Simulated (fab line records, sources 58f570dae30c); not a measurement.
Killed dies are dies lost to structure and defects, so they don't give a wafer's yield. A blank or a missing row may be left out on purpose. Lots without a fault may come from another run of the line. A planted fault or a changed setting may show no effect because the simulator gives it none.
A struck lot beside a sound one | flow berkeley_cmos170 | 43 steps out of a route of 331
Sound: wafers L275.1, L275.3, L275.6. Struck: wafers L286.2, L286.4, L286.5. The cause comes at the end.
At each step with rows: each side's tool, then ch and its chambers, then its first start. Under that, the readings that differ: sound wafers | struck wafers | difference of the means | sigmas: that difference in standard deviations of wafers without a fault.
alike: readings whose means differ by less than 2 such deviations, and words and numbers that are the same on both sides. not compared: withheld readings, readings that some wafer has no value for, bounds like >300 that may hide the same value, and numbers for which the record gives no deviation and whose values overlap.
The two part at a step that has a row with sigmas, a row that says differs or no value, or rows on one side only. Numbers that don't overlap but have no deviation are shown without sigmas and don't part them. A reading that every wafer of one side lacks parts them only if that side has two wafers or more.

first, 1 step without rows for these wafers: UCB170_PSD_STRIP_09 (strips in O2).
UCB170_PSD_TW_MEAS_10:
  sound on film_metro-02, day 8 23:58; struck on film_metro-02, day 10 19:58
  alike: PSD_TW
then, 7 steps without rows for these wafers: UCB170_PSD_CLEAN_11 (cleans in SPM, time 600 s); UCB170_NSD_HMDS_00 (prime time 60 s); UCB170_NSD_COAT_01 (resist thk 900 nm); UCB170_NSD_SOFTBAKE_02 (time 60 s); UCB170_NSD_EXPOSE_03 (exposes mask NSELECT MOD, target cd 1200 nm); UCB170_NSD_PEB_04; UCB170_NSD_DEVELOP_05 (develop time 45 s).
UCB170_NSD_CD_MEAS_06: target cd 1200 nm.
  sound on cd_sem-02, day 9 03:46; struck on cd_sem-01, day 11 00:16
  alike: cd_nm
UCB170_NSD_OVL_MEAS_07:
  sound on overlay-01, day 9 03:53; struck on overlay-02, day 11 00:23
  alike: NSD_OVL
then, 1 step without rows for these wafers: UCB170_NSD_IMPLANT_08.
UCB170_NSD_STRIP_09: strips in O2.
  sound on plasma_asher-01 ch 0, day 9 04:05; struck on plasma_asher-03 ch 0, day 11 00:34
  alike: drypump_motor_current_A, oes_product_au, strip_time_to_endpoint_s
  not compared: rf_hours_counter_h
UCB170_NSD_TW_MEAS_10:
  sound on film_metro-04, day 9 04:11; struck on film_metro-03, day 11 00:40
  reading | sound          | struck         | difference | sigmas
  NSD_TW  | 4114 4128 4125 | 4163 4155 4167 | +39        | +2
then, 4 steps without rows for these wafers: UCB170_NSD_CLEAN_11 (cleans in SPM, time 600 s); UCB170_BACKSIDE_HMDS_00 (prime time 60 s); UCB170_BACKSIDE_COAT_01 (resist thk 900 nm); UCB170_BACKSIDE_SOFTBAKE_02 (time 60 s).
UCB170_BACKSIDE_STRIP_03: strips in O2.
  sound on plasma_asher-04 ch 0, day 9 05:18; struck on plasma_asher-01 ch 0,1, day 11 01:26
  alike: drypump_motor_current_A, oes_product_au, strip_time_to_endpoint_s
  not compared: rf_hours_counter_h
then, 1 step without rows for these wafers: UCB170_BACKSIDE_CLEAN_04 (cleans in SPM, time 600 s).
UCB170_SDANNEAL_RTA_00: time 10 s.
  sound on rtp_anneal-01 ch 0, day 9 08:39; struck on rtp_anneal-02 ch 0, day 11 01:44
  alike: lamp_power_pct, wafer_temp_C_max
UCB170_SDANNEAL_RTA_01: time 5 s.
  sound on rtp_anneal-01 ch 0, day 9 08:43; struck on rtp_anneal-02 ch 0, day 11 01:47
  reading            | sound                | struck               | difference | sigmas
  lamp_power_pct (%) | 36.5 36.5 36.5       | 40.8 40.8 40.8       | +4.3       | +2
  wafer_temp_C_max   | 1055.2 1055.0 1054.0 | 1052.8 1052.6 1052.6 | -2.1       | -3
UCB170_SDANNEAL_RS_MEAS_02: measures by four-point-probe.
  sound on film_metro-02, day 9 08:46; struck on film_metro-02, day 11 01:52
  alike: PSD_RS
UCB170_SDANNEAL_RS_MEAS_03: measures by four-point-probe.
  sound on film_metro-02, day 9 08:53; struck on film_metro-02, day 11 01:59
  alike: NSD_RS
UCB170_SDANNEAL_RS_MEAS_04: measures by four-point-probe.
  sound on film_metro-02, day 9 09:01; struck on film_metro-02, day 11 02:06
  alike: PLDD_RS
UCB170_SDANNEAL_RS_MEAS_05: measures by four-point-probe.
  sound on film_metro-02, day 9 09:08; struck on film_metro-02, day 11 02:13
  alike: NLDD_RS
then, 1 step without rows for these wafers: UCB170_SILICIDE_PRE_CLEAN_00 (preclean etch time 60 s).
UCB170_SILICIDE_SPUTTER_01: material Ti, target thk 30 nm, time 25 s.
  sound on pvd_sputter-02, day 9 09:19; struck on pvd_sputter-02, day 11 02:23
  alike: chamber_pressure_pa, throttle_valve_pct
UCB170_SILICIDE_RS_MEAS_02: measures by four-point-probe.
  sound on film_metro-04, day 9 09:29; struck on film_metro-03, day 11 02:26
  alike: SILICIDE_TI_RS
UCB170_SILICIDE_THK_MEAS_03: measures by xrf.
  sound on film_metro-04, day 9 09:37; struck on film_metro-03, day 11 02:33
  alike: SILICIDE_TI_THK
then, 4 steps without rows for these wafers: UCB170_SILICIDE_RTA_04 (time 15 s); UCB170_SILICIDE_WET_ETCH_05 (etches Ti in SPM, time 45 s); UCB170_CONTACT_CLEAN_00 (cleans in SPM, time 600 s); UCB170_CONTACT_CVD_01 (deposits PSG from SiH4/O2/PH3, target thk 700 nm, time 2820 s).
UCB170_CONTACT_THK_MEAS_02:
  sound on film_metro-02, day 9 12:37; struck on film_metro-01, day 11 04:40
  alike: CONTACT_PSG_THK
then, 5 steps without rows for these wafers: UCB170_CONTACT_HMDS_03 (prime time 60 s); UCB170_CONTACT_COAT_04 (resist thk 900 nm); UCB170_CONTACT_SOFTBAKE_05 (time 60 s); UCB170_CONTACT_STRIP_06 (strips in O2); UCB170_CONTACT_CLEAN_07 (cleans in SPM, time 600 s).
UCB170_CONTACT_RTA_08: time 10 s.
  sound on rtp_anneal-02 ch 0, day 9 13:23; struck on rtp_anneal-02 ch 0, day 11 07:56
  alike: wafer_temp_C_max
then, 1 step without rows for these wafers: UCB170_CONTACT_COAT_09.
UCB170_M3_PROBE_99:
  the record has rows for the struck wafers here (prober-01, day 12 05:02) and none for the sound ones

WHERE THEY PART
First at UCB170_NSD_TW_MEAS_10; last, within this record, at UCB170_M3_PROBE_99.

WHY: what the simulator had put in
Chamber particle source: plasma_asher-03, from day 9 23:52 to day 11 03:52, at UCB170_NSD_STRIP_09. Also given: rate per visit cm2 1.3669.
